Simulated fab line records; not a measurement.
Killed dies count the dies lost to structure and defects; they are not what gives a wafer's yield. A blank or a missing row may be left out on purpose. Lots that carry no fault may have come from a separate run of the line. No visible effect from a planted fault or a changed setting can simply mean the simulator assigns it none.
Tool commonality check :: flow ritCmos :: 39 wafers sampled across 13 lots

== WHAT PROMPTED THE OPENING ==
At RIT_SILICIDE_RS_MEAS_02 the reading SILICIDE_TI_RS is flagged on 2 of 13 lots. Fault-free wafers read 50.7 ohm/sq, with a standard deviation of 0.57.
Rule: a lot gets a flag if all its wafers with a number sit over 4 standard deviations from that mean, or if no wafer of it has a number. All remaining lots are regarded as sound.

lot: L773
measured: day 3 03:28
on: filmMetro-04
SILICIDE_TI_RS (ohm/sq), wafer by wafer: 50.2 50.8 50.0
flag: 

lot: L774
measured: day 3 06:28
on: filmMetro-04
SILICIDE_TI_RS (ohm/sq), wafer by wafer: 51.2 51.5 50.8
flag: 

lot: L775
measured: day 3 13:37
on: filmMetro-03
SILICIDE_TI_RS (ohm/sq), wafer by wafer: 50.3 50.2 50.9
flag: 

lot: L776
measured: day 3 17:45
on: filmMetro-01
SILICIDE_TI_RS (ohm/sq), wafer by wafer: 51.4 50.8 51.2
flag: 

lot: L777
measured: day 4 00:11
on: filmMetro-04
SILICIDE_TI_RS (ohm/sq), wafer by wafer: 50.7 51.1 50.8
flag: 

lot: L778
measured: day 4 03:38
on: filmMetro-01
SILICIDE_TI_RS (ohm/sq), wafer by wafer: 51.5 51.5 51.7
flag: 

lot: L779
measured: day 4 07:17
on: filmMetro-01
SILICIDE_TI_RS (ohm/sq), wafer by wafer: 50.0 49.8 50.0
flag: 

lot: L780
measured: day 4 13:39
on: filmMetro-01
SILICIDE_TI_RS (ohm/sq), wafer by wafer: 50.9 50.6 50.7
flag: 

lot: L781
measured: day 4 17:41
on: filmMetro-04
SILICIDE_TI_RS (ohm/sq), wafer by wafer: 51.7 51.7 51.7
flag: 

lot: L785
measured: day 5 13:54
on: filmMetro-04
SILICIDE_TI_RS (ohm/sq), wafer by wafer: 30.9 31.1 30.9
flag: FLAGGED

lot: L788
measured: day 6 04:41
on: filmMetro-03
SILICIDE_TI_RS (ohm/sq), wafer by wafer: 31.3 31.1 31.1
flag: FLAGGED

lot: L793
measured: day 7 08:29
on: filmMetro-03
SILICIDE_TI_RS (ohm/sq), wafer by wafer: 51.1 50.8 50.9
flag: 

lot: L795
measured: day 7 18:07
on: filmMetro-01
SILICIDE_TI_RS (ohm/sq), wafer by wafer: 50.3 49.9 50.3
flag: 
On average the flagged lots' numbers are 31.1 ohm/sq, which is -19.6 ohm/sq against the usual, or -34 standard deviations.

== LOT BY LOT: THE TOOL USED ==
The record holds 1 process step before the reading, out of a route of 202 steps. Cell contents, in order: the tool; ch with the chambers the sampled wafers went through; the start.
lot: L773
flag: 
RIT_SILICIDE_SPUTTER_01: pvdSputter-04, day 3 03:19

lot: L774
flag: 
RIT_SILICIDE_SPUTTER_01: pvdSputter-03, day 3 06:18

lot: L775
flag: 
RIT_SILICIDE_SPUTTER_01: pvdSputter-01, day 3 13:28

lot: L776
flag: 
RIT_SILICIDE_SPUTTER_01: pvdSputter-04, day 3 17:36

lot: L777
flag: 
RIT_SILICIDE_SPUTTER_01: pvdSputter-01, day 4 00:02

lot: L778
flag: 
RIT_SILICIDE_SPUTTER_01: pvdSputter-04, day 4 03:29

lot: L779
flag: 
RIT_SILICIDE_SPUTTER_01: pvdSputter-01, day 4 07:08

lot: L780
flag: 
RIT_SILICIDE_SPUTTER_01: pvdSputter-04, day 4 13:30

lot: L781
flag: 
RIT_SILICIDE_SPUTTER_01: pvdSputter-01, day 4 17:32

lot: L785
flag: FLAGGED
RIT_SILICIDE_SPUTTER_01: pvdSputter-01, day 5 13:45

lot: L788
flag: FLAGGED
RIT_SILICIDE_SPUTTER_01: pvdSputter-01, day 6 04:32

lot: L793
flag: 
RIT_SILICIDE_SPUTTER_01: pvdSputter-03, day 7 08:20

lot: L795
flag: 
RIT_SILICIDE_SPUTTER_01: pvdSputter-03, day 7 17:58
These steps, and what they do:
- RIT_SILICIDE_SPUTTER_01: material Ti, target thk 30 nm, time 229.5 s.
- RIT_SILICIDE_RS_MEAS_02: measures by four-point-probe.

== FLAGGED OVER TOTAL, TOOL BY TOOL (the gauges that took the reading come last) ==
step: RIT_SILICIDE_SPUTTER_01
tool: pvdSputter-01
lots run: 6
flagged: 2
share of the flagged lots: all
sound lots run after its first flagged lot: 0

step: RIT_SILICIDE_SPUTTER_01
tool: pvdSputter-03
lots run: 3
flagged: 0
share of the flagged lots: none
sound lots run after its first flagged lot: -

step: RIT_SILICIDE_SPUTTER_01
tool: pvdSputter-04
lots run: 4
flagged: 0
share of the flagged lots: none
sound lots run after its first flagged lot: -

step: RIT_SILICIDE_RS_MEAS_02
tool: filmMetro-01
lots run: 5
flagged: 0
share of the flagged lots: none
sound lots run after its first flagged lot: -

step: RIT_SILICIDE_RS_MEAS_02
tool: filmMetro-03
lots run: 3
flagged: 1
share of the flagged lots: some
sound lots run after its first flagged lot: 1 (L793)

step: RIT_SILICIDE_RS_MEAS_02
tool: filmMetro-04
lots run: 5
flagged: 1
share of the flagged lots: some
sound lots run after its first flagged lot: 0

== THE TABLE: WHAT IT ALLOWS ==
In the table, 1 row covers all flagged lots: pvdSputter-01 at RIT_SILICIDE_SPUTTER_01.
- pvdSputter-01 at RIT_SILICIDE_SPUTTER_01 ran 6 lots, 2 of them flagged. It ran its last sound lot, L781, at day 4 17:32 and its first flagged lot, L785, at day 5 13:45: a fault with its onset between the two fits. Its own readings (cathodeDcPowerW) fall more than 4 standard deviations out on all wafers of the flagged lots.
Left over: one tool, pvdSputter-01 at RIT_SILICIDE_SPUTTER_01.

== WHAT WAS PUT IN BY THE SIMULATOR ==
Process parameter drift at RIT_SILICIDE_SPUTTER_01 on pvdSputter-01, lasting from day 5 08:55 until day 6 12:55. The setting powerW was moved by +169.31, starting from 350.
Shown lots that were struck: L785, L788. The rule given above showed the same thing.
